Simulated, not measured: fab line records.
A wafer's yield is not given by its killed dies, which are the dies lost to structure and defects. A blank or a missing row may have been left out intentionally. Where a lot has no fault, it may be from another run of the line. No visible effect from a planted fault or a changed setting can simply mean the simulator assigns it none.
fab line records	flow berkeley_cmos170
record lots=6	wafers=18	last_day=13
route steps=331 shown GATE@138 PLDD@145
lots untouched by any fault: they come from a run of this same line in which no faults occurred
start_h: hours from the record's opening day to when the first of the lot's shown wafers began	wait_h: hours elapsed since this lot's preceding step	" as in the row above	L1.1+2: several wafers, shown together as one row	- no value, or no start given	* or withheld: withheld	< > ~ a bound
route shown NAME@n: a module of which the file shows steps, and the number in the route of the first	usual: average and standard deviation across the fault-free wafers	same: alike in all rows	chamber/n: place in a boat	sites: each site's reading	_std_site: how widely they spread, as a standard deviation	_edge_site: inner sites' mean taken away from outer sites' mean	radius_mm: how far each site lies from the wafer's centre	mask NAME#n: copy n	behind: the most recent tool/chamber to have shaped the wafer	hold: what put the lot on hold/how long, in hours/how the hold closed	device: transistor that didn't switch, given as n, p or np	end of line: at the end of the route, the tests of the same wafers	for a step that has no rows: nothing shown but its recipe	killed: the dies lost at the first sort to structure and to defects; this is not the yield of the wafer	map: dies across one wafer; x = killed, . = not, _ = none there
set.NAME: setting as actually run; set.NAME@STEP: the setting as run at that earlier step	model.NAME: the simulator's own value behind a step, which no gauge read
lots at some steps of the route; a table a step, a row a wafer
services: when a tool's chamber went out of use (start_h, in hours from the record's first day, below 0 if earlier), for how many hours, and the reason
## steps
# step UCB170_GATE_CD_MEAS_12
# recipe target_cd_nm=350
# usual cd_nm=349.7/1.5
lot.wafer	tool	chamber	start_h	wait_h	cd_nm
L780.1	cd_sem-02	-	162.93	-	349.4
L780.3	"	-	"	"	348.0
L780.6	"	-	"	"	348.8
L787.2	cd_sem-01	-	196.23	-	350.3
L787.4	"	-	"	"	351.2
L787.6	"	-	"	"	351.1
L788.1	cd_sem-02	-	212.13	-	353.0
L788.4	"	-	"	"	351.2
L788.5	"	-	"	"	351.4
L792.1	cd_sem-02	-	226.49	-	349.7
L792.3	"	-	"	"	350.5
L792.6	"	-	"	"	349.6
L794.3	cd_sem-01	-	235.77	-	352.3
L794.4	"	-	"	"	351.4
L794.6	"	-	"	"	350.5
L798.3	cd_sem-01	-	265.61	-	352.6
L798.4	"	-	"	"	353.3
L798.6	"	-	"	"	353.5
# step UCB170_GATE_OVL_MEAS_13
# usual GATE_OVL=-2/4.5
lot.wafer	tool	chamber	start_h	wait_h	GATE_OVL[nm]
L780.1	overlay-01	-	163.05	0.1	-8
L780.3	"	-	"	"	-5
L780.6	"	-	"	"	-9
L787.2	overlay-02	-	196.33	0.1	-5
L787.4	"	-	"	"	-6
L787.6	"	-	"	"	-3
L788.1	overlay-01	-	212.25	0.1	-11
L788.4	"	-	"	"	-3
L788.5	"	-	"	"	1
L792.1	overlay-02	-	226.61	0.1	4
L792.3	"	-	"	"	5
L792.6	"	-	"	"	5
L794.3	overlay-02	-	235.86	0.1	-5
L794.4	"	-	"	"	-6
L794.6	"	-	"	"	-4
L798.3	overlay-01	-	265.70	0.1	1
L798.4	"	-	"	"	-3
L798.6	"	-	"	"	1
# step UCB170_GATE_ETCH_14
# recipe chemistry=N2/H2	target_depth_a=withheld	overetch_a=withheld	target=BARC	time_s=withheld	source_w=500	bias_w=100	pressure_mtorr=30	n2_flow_sccm=100	h2_flow_sccm=200
# usual drypump_motor_current_A=5.9/0.39	oes_product_au=0.985/0.021	throttle_valve_pct=13.28/0.17
lot.wafer	tool	chamber	start_h	wait_h	drypump_motor_current_A	oes_product_au	throttle_valve_pct
L780.1	rie_diel-01	2	163.09	0.0	5.7	0.967	13.49
L780.3	"	0	"	"	5.7	0.976	13.70
L780.6	"	0	"	"	5.7	0.964	13.69
L787.2	rie_diel-04	0	196.36	0.0	6.1	1.017	13.28
L787.4	"	2	"	"	5.6	0.961	13.15
L787.6	"	2	"	"	5.6	0.970	13.15
L788.1	rie_diel-04	3	212.28	0.0	6.2	1.007	13.27
L788.4	"	1	"	"	6.4	0.964	13.21
L788.5	"	2	"	"	5.6	0.975	13.14
L792.1	rie_diel-04	2	226.64	0.0	5.6	0.987	13.15
L792.3	"	1	"	"	6.4	0.980	13.19
L792.6	"	2	"	"	5.6	0.979	13.16
L794.3	rie_diel-02	0	235.89	0.0	5.9	0.990	13.12
L794.4	"	3	"	"	6.3	1.013	13.07
L794.6	"	1	"	"	6.2	1.009	13.52
L798.3	rie_diel-01	2	265.73	0.0	5.7	0.964	13.48
L798.4	"	1	"	"	5.1	0.962	13.03
L798.6	"	3	"	"	5.2	0.954	13.48
# step UCB170_GATE_ETCH_15
# recipe chemistry=HBr/Cl2	target=poly-Si	stop_on=SiO2	over_etch_frac=0.3	icp_w=300	bias_w=146.4	time_s=56.3	pressure_mtorr=15	HBr_flow_sccm=150	Cl2_flow_sccm=50	target_depth_a=2782
# usual drypump_motor_current_A=5.3/0.58	oes_product_au=0.839/0.013	throttle_valve_pct=26.3/0.36
lot.wafer	tool	chamber	start_h	wait_h	drypump_motor_current_A	oes_product_au	rf_hours_counter_h	throttle_valve_pct
L780.1	rie_si-01	2	163.13	-	6.3	0.866	2	26.1
L780.3	"	0	"	"	5.1	0.856	2	26.1
L780.6	"	3	"	"	4.7	0.843	-	25.9
L787.2	rie_si-01	1	196.41	-	4.7	0.843	89	26.9
L787.4	"	2	"	"	6.3	0.858	2	26.0
L787.6	"	2	"	"	6.3	0.859	-	26.0
L788.1	rie_si-02	3	212.32	-	5.0	0.841	103	27.0
L788.4	"	0	"	"	6.2	0.826	0	26.4
L788.5	"	1	"	"	5.4	0.859	-	26.1
L792.1	rie_si-02	3	226.68	-	4.9	0.837	103	27.0
L792.3	"	2	"	"	5.1	0.835	2	26.3
L792.6	"	3	"	"	5.0	0.834	-	27.0
L794.3	rie_si-01	2	235.93	-	6.3	0.854	2	26.1
L794.4	"	1	"	"	4.7	0.822	90	26.9
L794.6	"	3	"	"	4.7	0.823	-	25.9
L798.3	rie_si-02	2	265.77	-	5.1	0.826	2	26.3
L798.4	"	0	"	"	6.2	0.833	-	26.4
L798.6	"	2	"	"	5.1	0.843	-	26.3
# step UCB170_GATE_STRIP_16
# recipe chemistry=O2	power_w=400	pressure_mtorr=3500	platen_temp_c=withheld	o2_flow_sccm=400	overash_fraction=0.5
# usual drypump_motor_current_A=5.6/0.55	oes_product_au=0.724/0.0045
# same overash_fraction=0.5
lot.wafer	tool	chamber	start_h	wait_h	drypump_motor_current_A	oes_product_au	rf_hours_counter_h
L780.1	plasma_asher-01	1	163.18	0.0	6.0	0.722	35
L780.3	"	1	"	"	6.0	0.721	-
L780.6	"	1	"	"	6.0	0.730	-
L787.2	plasma_asher-03	0	196.46	0.0	5.1	0.723	48
L787.4	"	1	"	"	5.8	0.722	-
L787.6	"	0	"	"	5.1	0.723	-
L788.1	plasma_asher-02	0	212.37	0.0	5.5	0.726	10
L788.4	"	1	"	"	4.7	0.726	-
L788.5	"	1	"	"	4.8	0.733	-
L792.1	plasma_asher-01	0	226.73	0.0	6.5	0.717	42
L792.3	"	1	"	"	6.0	0.721	-
L792.6	"	0	"	"	6.5	0.719	-
L794.3	plasma_asher-02	0	236.01	0.1	5.5	0.716	-
L794.4	"	1	"	"	4.8	0.730	-
L794.6	"	0	"	"	5.5	0.721	-
L798.3	plasma_asher-03	1	265.85	0.1	5.8	0.731	-
L798.4	"	0	"	"	5.1	0.724	-
L798.6	"	0	"	"	5.1	0.723	-
# step UCB170_GATE_CD_MEAS_90
# recipe target_cd_nm=350
# usual cd_nm=349.8/1.8
lot.wafer	tool	chamber	start_h	wait_h	cd_nm
L780.1	cd_sem-02	-	163.53	0.3	350.3
L780.3	"	-	"	"	347.4
L780.6	"	-	"	"	348.0
L787.2	cd_sem-02	-	196.58	0.1	350.6
L787.4	"	-	"	"	351.7
L787.6	"	-	"	"	351.1
L788.1	cd_sem-02	-	212.60	0.2	352.9
L788.4	"	-	"	"	351.8
L788.5	"	-	"	"	351.5
L792.1	cd_sem-02	-	226.83	0.1	349.6
L792.3	"	-	"	"	351.3
L792.6	"	-	"	"	350.1
L794.3	cd_sem-01	-	236.12	0.1	351.4
L794.4	"	-	"	"	350.8
L794.6	"	-	"	"	350.8
L798.3	cd_sem-02	-	265.96	0.1	353.2
L798.4	"	-	"	"	353.5
L798.6	"	-	"	"	354.4
# step UCB170_GATE_CLEAN_17
# recipe chemistry=SPM	temp_c=120	time_s=600
# step UCB170_PLDD_HMDS_00
# recipe prime_time_s=60	prime_temp_c=100
# step UCB170_PLDD_COAT_01
# recipe resist=KrF	spin_rpm=1500	resist_thk_nm=900
# step UCB170_PLDD_SOFTBAKE_02
# recipe resist=KrF	temp_c=130	time_s=60
# step UCB170_PLDD_EXPOSE_03
# recipe mask_id=PSELECT	na=0.5	sigma_outer=0.6	source_shape=conventional	target_cd_nm=1200	dose_mj=30
# step UCB170_PLDD_PEB_04
# recipe peb_temp_c=130.6	peb_time_s=withheld	resist=KrF
# step UCB170_PLDD_DEVELOP_05
# recipe developer=TMAH	develop_time_s=45	resist=KrF	dev_temp_c=21
# usual chill_plate_temp_C=22.99/0.099	develop_time_s=45/0
lot.wafer	tool	chamber	start_h	wait_h	chill_plate_temp_C	develop_time_s	model.KrF_of_PLDD_COAT_01.thk_nm
L780.1	litho_track-01	0	166	-	23.09	45	886.9
L780.3	"	0	"	"	22.90	45	888.2
L780.6	"	0	"	"	22.85	45	890.3
L787.2	litho_track-01	-	197	-	-	-	900.8
L787.4	"	-	"	"	-	-	901.7
L787.6	"	-	"	"	-	-	900.3
L788.1	litho_track-03	-	213	-	-	-	901.1
L788.4	"	-	214	-	-	-	899.2
L788.5	"	-	"	"	-	-	901.6
L792.1	litho_track-03	0	228	-	22.79	45	890.9
L792.3	"	0	"	"	22.83	45	890.1
L792.6	"	0	"	"	22.87	45	891.6
L794.3	litho_track-04	0	237	-	22.88	45	887.3
L794.4	"	0	"	"	22.90	45	887.3
L794.6	"	0	"	"	23.15	45	886
L798.3	litho_track-03	0	267	-	23.02	45	881.1
L798.4	"	0	"	"	22.96	45	883.9
L798.6	"	0	"	"	22.95	45	885.4
# step UCB170_PLDD_CD_MEAS_06
# recipe target_cd_nm=1200
# usual cd_nm=1200.3/1.5
lot.wafer	tool	chamber	start_h	wait_h	cd_nm
L780.1	cd_sem-02	-	166.46	-	1200.0
L780.3	"	-	"	"	1200.5
L780.6	"	-	"	"	1199.2
L787.2	cd_sem-01	-	197.84	-	-
L787.4	"	-	"	"	-
L787.6	"	-	"	"	-
L788.1	cd_sem-01	-	214.12	-	-
L788.4	"	-	"	"	-
L788.5	"	-	"	"	-
L792.1	cd_sem-01	-	228.54	-	1199.0
L792.3	"	-	"	"	1198.8
L792.6	"	-	"	"	1199.0
L794.3	cd_sem-02	-	237.25	-	1196.7
L794.4	"	-	"	"	1198.1
L794.6	"	-	"	"	1199.1
L798.3	cd_sem-01	-	267.29	-	1198.8
L798.4	"	-	"	"	1199.5
L798.6	"	-	"	"	1200.1
## services
tool	chamber	start_h	hours	kind
rie_diel-01	2	144.93	3.5	repair
rie_diel-01	0	148.57	-	clean
rie_diel-01	0	148.57	14.3	scheduled_down
rie_diel-01	0	148.57	14.3	vent_cycle
rie_diel-02	-	164.94	0.4	repair
rie_diel-01	3	174.58	-	clean
rie_diel-01	3	174.58	25.7	scheduled_down
rie_diel-01	3	174.58	25.7	vent_cycle
rie_diel-02	2	181.88	-	clean
rie_diel-02	2	181.88	27.5	scheduled_down
rie_diel-01	0	213.03	5.8	repair
rie_diel-01	-	213.30	0.9	repair
rie_diel-02	-	227.11	0.3	repair
plasma_asher-03	-	230.01	2.0	repair
plasma_asher-03	-	243.18	2.2	repair
rie_diel-01	0	244.41	9.2	repair
rie_si-02	3	244.43	-	clean
rie_si-02	3	244.43	22.3	scheduled_down
rie_si-02	3	244.43	22.3	vent_cycle
rie_diel-04	2	245.59	2.1	repair
plasma_asher-01	-	246.58	2.8	pm
rie_diel-04	-	253.59	1.8	repair
rie_diel-01	3	254.61	2.0	repair
rie_diel-01	-	262.78	2.8	pm
## key
first_sign step=UCB170_PLDD_DEVELOP_05	reading=tool_record	direction=missing
effect none on later readings
model_effect step=UCB170_PLDD_DEVELOP_05	value=KrF_of_PLDD_COAT_01.thk_nm	without=886.6	struck=900.8
met_at UCB170_PLDD_DEVELOP_05
struck_wafers L787.2,L787.4,L787.6,L788.1,L788.4,L788.5
sort_left_out L787.2,L787.4,L787.6,L788.1,L788.4,L788.5
tester_left_out L787,L788
onset_between 166 197
fault kind=skipped_step_whole	tool=litho_track-01,litho_track-03	chamber=-	onset_h=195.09	steps=UCB170_PLDD_DEVELOP_05	scope=struck_lots_only
# tester_left_out: of these lots the tester's yield and bins aren't shown, on N5 and GAA mostly nor the transistor test; their killed dies are dies lost to structure and defects alone, not to doping, threshold or leakage, so they don't give the yield
# sort_left_out: the simulated sort isn't trusted on such a fault, so these wafers' sort isn't shown, and their yield isn't known
